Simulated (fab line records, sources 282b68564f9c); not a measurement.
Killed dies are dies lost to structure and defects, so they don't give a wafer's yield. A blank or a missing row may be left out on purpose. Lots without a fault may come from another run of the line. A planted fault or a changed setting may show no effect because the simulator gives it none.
One fault seen from 2 desks | flow rit_cmos | each desk has only its own numbers; what lay behind them comes last

THE METROLOGY DESK
What the gauges read, lot by lot, whatever tool the lot ran on: means of the sampled wafers that have a number. A lot is out of limits, marked OUT, if its mean lies more than 4 standard deviations from the usual mean; the brackets give that distance.
Columns: A = PLDD_OVL at RIT_PLDD_OVL_MEAS_06, usual 0.0 nm; B = cd_nm at RIT_CONTACT_CD_MEAS_08, usual 999.8 nm
lot  | first seen here | A    | B
L187 | day 3 01:01     | -0.6 | 998.0
L189 | day 3 09:42     | 1.2  | 995.1
L190 | day 3 17:02     | -1.4 | 1000.2
L191 | day 3 22:15     | -0.1 | 998.0
L192 | day 4 07:22     | 0.0  | 997.1
L193 | day 4 07:36     | 0.8  | 1000.1
L195 | day 4 16:49     | 0.9  | 1001.3
L196 | day 5 01:18     | 0.8  | 1001.5
L200 | day 5 20:26     | 1.3  | 998.2
L201 | day 6 02:15     | 0.4  | 996.3
L202 | day 6 04:37     | -1.7 | 1001.5
L206 | day 7 02:52     | 0.2  | 1001.2
L207 | day 7 09:41     | -0.5 | 1002.0
L209 | day 7 21:08     | 1.2  | 999.4
This desk's finding: nothing out of limits on any of the 14 lots.

THE TOOL OWNER'S DESK: plasma_asher-01
The tool's own readings at RIT_NLDD_STRIP_09 (strips in O2, time 180 s): means of the sampled wafers that have a number, for each lot that ran on this tool. A lot is out of limits, marked OUT, if its mean lies more than 4 standard deviations from the usual mean; the brackets give that distance.
Columns: A = drypump_motor_current_A at RIT_NLDD_STRIP_09, usual 5.2 A
lot  | first seen here | A
L193 | day 4 06:23     | 5.2
L195 | day 4 15:24     | 5.2
L196 | day 5 00:05     | 5.2
This desk's finding: nothing out of limits on any of the 3 lots.

PUT TOGETHER
The metrology desk saw nothing out of limits.
The tool owner's desk saw nothing out of limits.

WHAT THE SIMULATOR HAD PUT IN
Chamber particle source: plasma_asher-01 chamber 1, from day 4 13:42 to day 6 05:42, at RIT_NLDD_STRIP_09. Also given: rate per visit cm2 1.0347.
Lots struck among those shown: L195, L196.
